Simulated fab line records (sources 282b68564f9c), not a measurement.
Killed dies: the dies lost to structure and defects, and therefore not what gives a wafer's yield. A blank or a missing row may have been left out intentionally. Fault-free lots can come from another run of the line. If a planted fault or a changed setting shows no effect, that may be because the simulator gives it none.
Which tool did it? / flow rit cmos / 14 lots, 41 wafers sampled, at 5 steps of a route of 202

## WHAT EACH GAUGE READ, for each wafer
RIT_FOX1_THK_MEAS_01.
lot=L839; measured=day 1 18:52; on=film metro-02; FOX1_OXIDE_THK (nm)=357 366 359
lot=L841; measured=day 2 04:36; on=film metro-03; FOX1_OXIDE_THK (nm)=367 360 371
lot=L842; measured=day 2 09:23; on=film metro-03; FOX1_OXIDE_THK (nm)=357 358 354
lot=L843; measured=day 2 13:57; on=film metro-02; FOX1_OXIDE_THK (nm)=365 360 367
lot=L850; measured=day 4 01:45; on=film metro-01; FOX1_OXIDE_THK (nm)=363 361
lot=L851; measured=day 4 06:47; on=film metro-02; FOX1_OXIDE_THK (nm)=363 364 363
lot=L853; measured=day 4 16:52; on=film metro-03; FOX1_OXIDE_THK (nm)=367 362 362
lot=L855; measured=day 5 01:37; on=film metro-03; FOX1_OXIDE_THK (nm)=352 354 356
lot=L857; measured=day 5 11:52; on=film metro-03; FOX1_OXIDE_THK (nm)=362 364 360
lot=L858; measured=day 5 21:05; on=film metro-01; FOX1_OXIDE_THK (nm)=368 367 370
lot=L859; measured=day 6 04:47; on=film metro-03; FOX1_OXIDE_THK (nm)=369 366 363
lot=L860; measured=day 6 07:15; on=film metro-03; FOX1_OXIDE_THK (nm)=359 360 359
lot=L861; measured=day 6 07:35; on=film metro-01; FOX1_OXIDE_THK (nm)=364 360 354
lot=L862; measured=day 6 13:22; on=film metro-02; FOX1_OXIDE_THK (nm)=375 377 377

RIT_SILICIDE_RS_MEAS_02: measurement is done with a four-point probe.
lot=L839; measured=day 3 07:31; on=film metro-02; SILICIDE_TI_RS (ohm/sq)=47.0 47.0 47.5
lot=L841; measured=day 3 18:55; on=film metro-04; SILICIDE_TI_RS (ohm/sq)=47.1 47.1 47.3
lot=L842; measured=day 3 20:13; on=film metro-03; SILICIDE_TI_RS (ohm/sq)=48.6 47.9 47.7
lot=L843; measured=day 4 01:09; on=film metro-03; SILICIDE_TI_RS (ohm/sq)=39.8 47.8 47.6
lot=L850; measured=day 5 13:03; on=film metro-03; SILICIDE_TI_RS (ohm/sq)=39.6 47.2
lot=L851; measured=day 5 16:41; on=film metro-03; SILICIDE_TI_RS (ohm/sq)=48.3 48.4 49.1
lot=L853; measured=day 6 09:09; on=film metro-02; SILICIDE_TI_RS (ohm/sq)=48.4 49.2 49.4
lot=L855; measured=day 6 21:19; on=film metro-03; SILICIDE_TI_RS (ohm/sq)=49.2 48.5 48.9
lot=L857; measured=day 7 01:44; on=film metro-03; SILICIDE_TI_RS (ohm/sq)=47.4 48.2 47.7
lot=L858; measured=day 7 15:14; on=film metro-02; SILICIDE_TI_RS (ohm/sq)=48.5 48.7 49.1
lot=L859; measured=day 7 15:38; on=film metro-04; SILICIDE_TI_RS (ohm/sq)=47.5 48.0 49.0
lot=L860; measured=day 7 19:46; on=film metro-02; SILICIDE_TI_RS (ohm/sq)=48.3 47.5 47.5
lot=L861; measured=day 7 23:49; on=film metro-04; SILICIDE_TI_RS (ohm/sq)=47.8 48.0 47.4
lot=L862; measured=day 8 03:59; on=film metro-03; SILICIDE_TI_RS (ohm/sq)=48.7 48.4 47.7

RIT_SILICIDE_THK_MEAS_03: measures by xrf.
lot=L839; measured=day 3 07:38; on=film metro-02; SILICIDE_TI_THK (nm)=30.3 30.2 30.2
lot=L841; measured=day 3 19:01; on=film metro-04; SILICIDE_TI_THK (nm)=30.1 30.0 29.8
lot=L842; measured=day 3 20:19; on=film metro-03; SILICIDE_TI_THK (nm)=29.4 29.8 29.9
lot=L843; measured=day 4 01:16; on=film metro-03; SILICIDE_TI_THK (nm)=34.6 29.9 30.0
lot=L850; measured=day 5 13:10; on=film metro-03; SILICIDE_TI_THK (nm)=34.5 30.1
lot=L851; measured=day 5 16:49; on=film metro-03; SILICIDE_TI_THK (nm)=29.7 29.6 29.2
lot=L853; measured=day 6 09:16; on=film metro-02; SILICIDE_TI_THK (nm)=29.6 29.2 29.2
lot=L855; measured=day 6 21:26; on=film metro-03; SILICIDE_TI_THK (nm)=29.2 29.5 29.3
lot=L857; measured=day 7 01:50; on=film metro-03; SILICIDE_TI_THK (nm)=29.9 29.4 29.8
lot=L858; measured=day 7 15:20; on=film metro-02; SILICIDE_TI_THK (nm)=29.5 29.5 29.3
lot=L859; measured=day 7 15:46; on=film metro-04; SILICIDE_TI_THK (nm)=29.9 29.5 29.0
lot=L860; measured=day 7 19:52; on=film metro-02; SILICIDE_TI_THK (nm)=29.8 30.0 30.1
lot=L861; measured=day 7 23:56; on=film metro-04; SILICIDE_TI_THK (nm)=29.7 29.6 30.0
lot=L862; measured=day 8 04:06; on=film metro-03; SILICIDE_TI_THK (nm)=29.4 29.5 29.7

## EACH LOT AND THE TOOL THAT RAN IT (in order: tool; ch and the chambers of the sampled wafers; start)
lot=L839; RIT_GATE_STRIP_20=plasma asher-03 ch 1, day 2 18:13; RIT_SILICIDE_SPUTTER_01=pvd sputter-03, day 3 07:21
lot=L841; RIT_GATE_STRIP_20=plasma asher-03 ch 0,1, day 3 05:25; RIT_SILICIDE_SPUTTER_01=pvd sputter-03, day 3 18:43
lot=L842; RIT_GATE_STRIP_20=plasma asher-02 ch 0,1, day 3 05:58; RIT_SILICIDE_SPUTTER_01=pvd sputter-04, day 3 20:01
lot=L843; RIT_GATE_STRIP_20=plasma asher-04 ch 1, day 3 11:50; RIT_SILICIDE_SPUTTER_01=pvd sputter-03, day 4 00:59
lot=L850; RIT_GATE_STRIP_20=plasma asher-02 ch 0,1, day 5 00:02; RIT_SILICIDE_SPUTTER_01=pvd sputter-03, day 5 12:54
lot=L851; RIT_GATE_STRIP_20=plasma asher-03 ch 0,1, day 5 02:14; RIT_SILICIDE_SPUTTER_01=pvd sputter-04, day 5 16:32
lot=L853; RIT_GATE_STRIP_20=plasma asher-04 ch 0,1, day 5 16:19; RIT_SILICIDE_SPUTTER_01=pvd sputter-04, day 6 09:00
lot=L855; RIT_GATE_STRIP_20=plasma asher-02 ch 0,1, day 6 07:30; RIT_SILICIDE_SPUTTER_01=pvd sputter-04, day 6 21:10
lot=L857; RIT_GATE_STRIP_20=plasma asher-04 ch 0,1, day 6 12:18; RIT_SILICIDE_SPUTTER_01=pvd sputter-04, day 7 01:34
lot=L858; RIT_GATE_STRIP_20=plasma asher-03 ch 0,1, day 7 00:41; RIT_SILICIDE_SPUTTER_01=pvd sputter-01, day 7 15:02
lot=L859; RIT_GATE_STRIP_20=plasma asher-04 ch 0, day 7 01:10; RIT_SILICIDE_SPUTTER_01=pvd sputter-04, day 7 15:29
lot=L860; RIT_GATE_STRIP_20=plasma asher-04 ch 0,1, day 7 02:47; RIT_SILICIDE_SPUTTER_01=pvd sputter-01, day 7 19:35
lot=L861; RIT_GATE_STRIP_20=plasma asher-04 ch 0,1, day 7 09:03; RIT_SILICIDE_SPUTTER_01=pvd sputter-04, day 7 23:40
lot=L862; RIT_GATE_STRIP_20=plasma asher-03 ch 0,1, day 7 15:24; RIT_SILICIDE_SPUTTER_01=pvd sputter-01, day 8 03:50
- RIT_GATE_STRIP_20: strips in O2, time 180 s.
- RIT_SILICIDE_SPUTTER_01: material Ti, target thk 30 nm, time 240 s.

## AS READ BY THE TOOLS THEMSELVES (means over the sampled wafers that have a number; for cases with no such wafer, the mark the record gives instead)
RIT_GATE_STRIP_20.
lot=L839; tool=plasma asher-03; drypump motor current A (A)=5.96; o2 flow sccm (sccm)=4001
lot=L841; tool=plasma asher-03; drypump motor current A (A)=6.01; o2 flow sccm (sccm)=3995
lot=L842; tool=plasma asher-02; drypump motor current A (A)=5.92; o2 flow sccm (sccm)=4009
lot=L843; tool=plasma asher-04; drypump motor current A (A)=6.41; o2 flow sccm (sccm)=3997
lot=L850; tool=plasma asher-02; drypump motor current A (A)=5.88; o2 flow sccm (sccm)=3994
lot=L851; tool=plasma asher-03; drypump motor current A (A)=6.03; o2 flow sccm (sccm)=4005
lot=L853; tool=plasma asher-04; drypump motor current A (A)=6.16; o2 flow sccm (sccm)=4004
lot=L855; tool=plasma asher-02; drypump motor current A (A)=5.92; o2 flow sccm (sccm)=3985
lot=L857; tool=plasma asher-04; drypump motor current A (A)=6.26; o2 flow sccm (sccm)=3998
lot=L858; tool=plasma asher-03; drypump motor current A (A)=6.07; o2 flow sccm (sccm)=3994
lot=L859; tool=plasma asher-04; drypump motor current A (A)=6.06; o2 flow sccm (sccm)=4007
lot=L860; tool=plasma asher-04; drypump motor current A (A)=6.31; o2 flow sccm (sccm)=4002
lot=L861; tool=plasma asher-04; drypump motor current A (A)=6.14; o2 flow sccm (sccm)=4003
lot=L862; tool=plasma asher-03; drypump motor current A (A)=6.10; o2 flow sccm (sccm)=3997

RIT_SILICIDE_SPUTTER_01.
lot=L839; tool=pvd sputter-03; throttle valve pct (%)=29.1
lot=L841; tool=pvd sputter-03; throttle valve pct (%)=28.6
lot=L842; tool=pvd sputter-04; throttle valve pct (%)=30.0
lot=L843; tool=pvd sputter-03; throttle valve pct (%)=29.1
lot=L850; tool=pvd sputter-03; throttle valve pct (%)=29.5
lot=L851; tool=pvd sputter-04; throttle valve pct (%)=30.3
lot=L853; tool=pvd sputter-04; throttle valve pct (%)=30.3
lot=L855; tool=pvd sputter-04; throttle valve pct (%)=29.8
lot=L857; tool=pvd sputter-04; throttle valve pct (%)=30.3
lot=L858; tool=pvd sputter-01; throttle valve pct (%)=30.2
lot=L859; tool=pvd sputter-04; throttle valve pct (%)=30.4
lot=L860; tool=pvd sputter-01; throttle valve pct (%)=30.4
lot=L861; tool=pvd sputter-04; throttle valve pct (%)=29.8
lot=L862; tool=pvd sputter-01; throttle valve pct (%)=29.9

## THE ANSWER, worked out from the rows above alone
Rule: the usual values come from the lots themselves. Put in order of their means at a reading, lots are off if they are a third of the lots or fewer, leave a main group of 4 or more, and stand apart from it by a gap of 3 or more times the standard deviation of the main group's means; of several such gaps the widest counts. The tables above print the reading to a certain number of digits; a main group whose means all agree to those digits is not used. Also off: a lot with no number at a reading for which 4 or more lots have one. All remaining lots with rows at the step are treated as sound. First the gauges in route order, then the tools' own readings, where a lot's mean is used as printed above. The first step at which some lot is off is used, and at that step the reading that is off furthest; a lot without a number counts as furthest.
Off: at RIT_SILICIDE_RS_MEAS_02 (SILICIDE_TI_RS), L843, L850. The main group: mean 48.1 ohm/sq, standard deviation 0.59.
If a tool, at a process step before that reading, ran all the lots that are off and no sound lot after the first of them, it fits. Those tools and the gauges at RIT_SILICIDE_RS_MEAS_02 are tried in the same way. One candidate fits, namely pvd sputter-03 at RIT_SILICIDE_SPUTTER_01. Its last sound lot is L841 (day 3 18:43), its first lot that is off L843 (day 4 00:59): a fault that began between those two fits.

## WHAT THE SIMULATOR HAD PUT IN
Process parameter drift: pvd sputter-03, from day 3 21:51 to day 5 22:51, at RIT_SILICIDE_SPUTTER_01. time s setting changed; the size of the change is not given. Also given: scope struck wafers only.
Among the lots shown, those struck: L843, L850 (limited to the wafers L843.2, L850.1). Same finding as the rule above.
